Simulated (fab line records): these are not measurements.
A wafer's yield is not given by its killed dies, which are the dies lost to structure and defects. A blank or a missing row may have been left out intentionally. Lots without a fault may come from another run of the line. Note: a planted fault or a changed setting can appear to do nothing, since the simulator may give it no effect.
Which tool did it?    flow berkeleyCmos170    14 lots with 42 wafers sampled at 4 steps, on a route of 331 steps

WHAT THE GAUGES SHOWED, per wafer
UCB170_PVT_TW_MEAS_09. Usual: PVT_TW gives 507 (standard deviation 8.5).
lot   measured      on            PVT_TW       flag
L119  day 7 05:02   filmMetro-01  499 500 500  
L121  day 7 13:58   filmMetro-01  501 502 501  
L123  day 7 23:13   filmMetro-01  501 500 500  
L122  day 8 00:08   filmMetro-01  500 499 500  
L124  day 8 11:31   filmMetro-02  514 514 512  
L127  day 8 11:40   filmMetro-04  524 520 522  
L126  day 8 12:05   filmMetro-04  520 521 520  
L128  day 9 11:40   filmMetro-01  31 31 31     OFF
L130  day 9 11:55   filmMetro-04  32 32 32     OFF
L132  day 9 12:11   filmMetro-01  502 503 503  
L138  day 10 06:25  filmMetro-02  511 513 512  
L137  day 10 06:43  filmMetro-02  507 509 507  
L135  day 10 07:08  filmMetro-04  516 515 514  
L139  day 10 07:16  filmMetro-01  498 497 495  

UCB170_NSD_OVL_MEAS_07. Usual: NSD_OVL gives -3 nm (standard deviation 4.4).
lot   measured      on          NSD_OVL (nm)  flag
L119  day 8 12:11   overlay-02  -2 -4 0       
L121  day 9 01:55   overlay-02  -3 -3 -2      
L123  day 9 02:12   overlay-02  -2 3 -4       
L122  day 9 02:22   overlay-02  -1 -1 3       
L124  day 10 02:55  overlay-01  -8 -8 2       
L127  day 10 01:43  overlay-02  -6 -6 -3      
L126  day 10 01:51  overlay-01  -4 -8 -4      
L128  day 10 18:36  overlay-02  -2 -8 3       
L130  day 10 18:47  overlay-01  -3 -1 -5      
L132  day 10 18:19  overlay-02  -1 -5 1       
L138  day 11 08:49  overlay-01  -2 -4 -6      
L137  day 11 09:01  overlay-01  1 -2 -9       
L135  day 11 08:27  overlay-01  -6 -11 -5     
L139  day 11 08:32  overlay-02  3 9 -2        

UCB170_SILICIDE_RS_MEAS_02: measurement is done with a four-point probe. Usual: SILICIDE_TI_RS gives 26.1 ohm/sq (standard deviation 0.32).
lot   measured      on            SILICIDE_TI_RS (ohm/sq)  flag
L119  day 8 14:14   filmMetro-04  25.6 25.8 25.7           
L121  day 9 04:13   filmMetro-04  25.8 25.9 25.8           
L123  day 9 07:36   filmMetro-01  26.0 26.1 26.2           
L122  day 9 07:41   filmMetro-04  25.8 25.7 25.6           
L124  day 10 06:03  filmMetro-04  26.5 26.1 26.0           
L127  day 10 04:40  filmMetro-04  25.8 25.6 25.9           
L126  day 10 04:42  filmMetro-01  26.4 26.5 26.6           
L128  day 10 21:38  filmMetro-04  25.8 25.8 25.8           
L130  day 10 21:43  filmMetro-01  26.5 26.5 26.0           
L132  day 10 21:05  filmMetro-04  26.4 26.3 25.9           
L138  day 11 10:59  filmMetro-01  26.2 26.1 26.4           
L137  day 11 11:21  filmMetro-01  25.6 26.1 25.6           
L135  day 11 10:29  filmMetro-02  26.9 26.7 26.6           
L139  day 11 10:57  filmMetro-04  26.2 26.0 25.9           

WHAT TOOL EACH LOT RAN ON (gives the tool, then ch and the chambers of the sampled wafers, and finally the start)
lot   UCB170_PVT_DEVELOP_05
L119  lithoTrack-03 ch 0, day 7 04:00
L121  lithoTrack-02 ch 0, day 7 13:00
L123  lithoTrack-01 ch 0, day 7 22:00
L122  lithoTrack-02 ch 0, day 7 23:00
L124  lithoTrack-03 ch 0, day 8 11:00
L127  lithoTrack-02 ch 0, day 8 11:00
L126  lithoTrack-03 ch 0, day 8 11:00
L128  lithoTrack-02 ch 0, day 9 11:00
L130  lithoTrack-02 ch 0, day 9 11:00
L132  lithoTrack-03 ch 0, day 9 11:00
L138  lithoTrack-01 ch 0, day 10 06:00
L137  lithoTrack-01 ch 0, day 10 06:00
L135  lithoTrack-03 ch 0, day 10 06:00
L139  lithoTrack-01 ch 0, day 10 06:00
- UCB170_PVT_DEVELOP_05: develop time 45 s.

AS READ BY THE TOOLS THEMSELVES (means over the sampled wafers that have a number; for cases with no such wafer, the mark the record gives instead)
The record holds no such reading with a usual standard deviation.

THE ANSWER, worked out from the rows above alone
Rule: take the mean of a lot's wafers that have a number; if it is more than 3 standard deviations from the usual mean, the lot is off. A lot without any number at a reading at which 4 lots or more have one is off too. Any other lot the step has rows for is counted as sound. The gauges are gone through in route order, then the tools' own readings, and for those a lot's mean is taken as printed above. At the first step where some lot is off, the reading lying furthest off is the one used; lots without a number count as furthest.
Off: at UCB170_PVT_TW_MEAS_09 (PVT_TW), L128, L130.
If a tool, at a process step before that reading, ran all the lots that are off and no sound lot after the first of them, it fits. The gauges at UCB170_PVT_TW_MEAS_09 are tried like those tools. One candidate fits, namely lithoTrack-02 at UCB170_PVT_DEVELOP_05. A fault onset in the window from L127 (day 8 11:00, its last sound lot) to L128 (day 9 11:00, its first lot off) fits.

WHAT HAD BEEN PUT IN BY THE SIMULATOR
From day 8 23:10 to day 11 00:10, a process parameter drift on lithoTrack-02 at UCB170_PVT_DEVELOP_05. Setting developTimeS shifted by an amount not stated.
Shown lots that were struck: L128, L130. This agrees with what the rule above found.
